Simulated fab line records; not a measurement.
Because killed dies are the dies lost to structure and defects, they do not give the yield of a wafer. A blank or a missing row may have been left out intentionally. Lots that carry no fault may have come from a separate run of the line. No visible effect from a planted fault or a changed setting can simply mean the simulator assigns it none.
Split-lot study	flow berkeley-cmos170	on a route of 331 steps: 5 lots, 23 wafers read

== ON THE SPLIT ==
At UCB170_V1_COAT_07 (resist thk 900 nm), the setting spin-rpm was moved away from the recipe's 1500 rpm on 11 of the 23 wafers read, by -5.2% to +7.3%. This setting was run at the recipe's value on the other wafers.

Split to reading: the file shows no intervening step.

== THE READING ==
KrF_of_V1_COAT_07.thk-nm (the simulator's own value, which no gauge read), in nm, at UCB170_V1_ETCH_14 (etches SiO2 in CHF3/CF4/Ar, stops on Al, target depth 1250 nm, time 291 s). The file gives no usual value for it. Here, 12 wafers ran the recipe; their average is 604.2 nm with a standard deviation of 8.6 nm.

wafer	tool, chamber at the split	spin-rpm as run, rpm	against the recipe	KrF_of_V1_COAT_07.thk-nm, nm	against lot-mates on the recipe
L074.1	litho-track-02, 0	1451	-3.3%	625.6	+15.1
L074.2	litho-track-02, 0	1451	-3.3%	623	+12.5
L074.3	litho-track-02, 0	1500	recipe	609	-
L074.4	litho-track-02, 0	1451	-3.3%	627	+16.5
L074.5	litho-track-02, 0	1500	recipe	612.1	-
L076.1	litho-track-03, 0	1500	recipe	612	-
L076.2	litho-track-03, 0	1584	+5.6%	572.9	-31.0
L076.3	litho-track-03, 0	1584	+5.6%	587.6	-16.3
L076.5	litho-track-03, 0	1500	recipe	599.8	-
L076.6	litho-track-03, 0	1500	recipe	599.8	-
L078.1	litho-track-02, 0	1610	+7.3%	570.8	-33.1
L078.2	litho-track-02, 0	1610	+7.3%	564.5	-39.4
L078.3	litho-track-02, 0	1500	recipe	610.6	-
L078.4	litho-track-02, 0	1610	+7.3%	576.6	-27.2
L078.5	litho-track-02, 0	1500	recipe	597.1	-
L079.1	litho-track-03, 0	1422	-5.2%	620.9	+31.9
L079.2	litho-track-03, 0	1422	-5.2%	635.8	+46.8
L079.3	litho-track-03, 0	1422	-5.2%	633.1	+44.1
L079.4	litho-track-03, 0	1500	recipe	587.9	-
L079.5	litho-track-03, 0	1500	recipe	590	-
L082.2	litho-track-02, 0	1500	recipe	610.9	-
L082.3	litho-track-02, 0	1500	recipe	613.9	-
L082.5	litho-track-02, 0	1500	recipe	607.7	-

THE FIT
A straight line over all 23 wafers: KrF_of_V1_COAT_07.thk-nm changes by -4.82 nm for each +1% of spin-rpm; r = -0.93; the points scatter about the line by 7.8 nm.
The same after taking each lot's own level away (the mean of its wafers on the recipe; 23 wafers): -5.34 nm for each +1%; r = -0.95; scatter 7.2 nm.
The reading moves by 39 nm for the largest change in spin-rpm, on that fit.
The span of the lots' own levels, 588.95 to 610.83 nm, comes to 2.5 times the standard deviation stated above.
Hence the lot-to-lot level has little effect on the slope; both slopes agree.
Check: for one of the wafers moved furthest among these (+7.3%), held out of the fit, the line's prediction against its lot-mates is -37.2 nm. Against them it came out at -33.1 nm.

== THE OTHER SPLITS THESE WAFERS WENT THROUGH ==
Before the reading, these wafers also passed through other splits. Each is held against what the fit with the lots' levels taken away leaves over:
other split on the same wafers	wafers away from the commonest value	r with KrF_of_V1_COAT_07.thk-nm (lot level and that fit taken away)
UCB170_SDANNEAL_RTA_00 time-s	9	+0.16
UCB170_SILICIDE_SPUTTER_01 time-s	10	+0.29
UCB170_CONTACT_PEB_13 peb-temp-c	8	+0.35

== THE WHOLE CHAIN: every reading that the file lists as answering this split, in the file's order ==
step	what it does	reading	change (the file's fit)	r (the file's)
UCB170_V1_COAT_07	resist thk 900 nm	KrF_of_V1_COAT_07.thk-nm (the simulator's own value, which no gauge read)	-4.72 nm for each +1% of the setting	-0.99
UCB170_V1_ETCH_14	etches SiO2 in CHF3/CF4/Ar, stops on Al, target depth 1250 nm, time 291 s	KrF_of_V1_COAT_07.thk-nm (the simulator's own value, which no gauge read)	-5.19 nm for each +1% of the setting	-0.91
UCB170_V1_STRIP_15	strips in O2	strip-time-to-endpoint-s	withheld for each +1% of the setting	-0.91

== FILE'S OWN FIT ==
KrF_of_V1_COAT_07.thk-nm changes by -5.19 nm for each +1% of spin-rpm, r = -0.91.
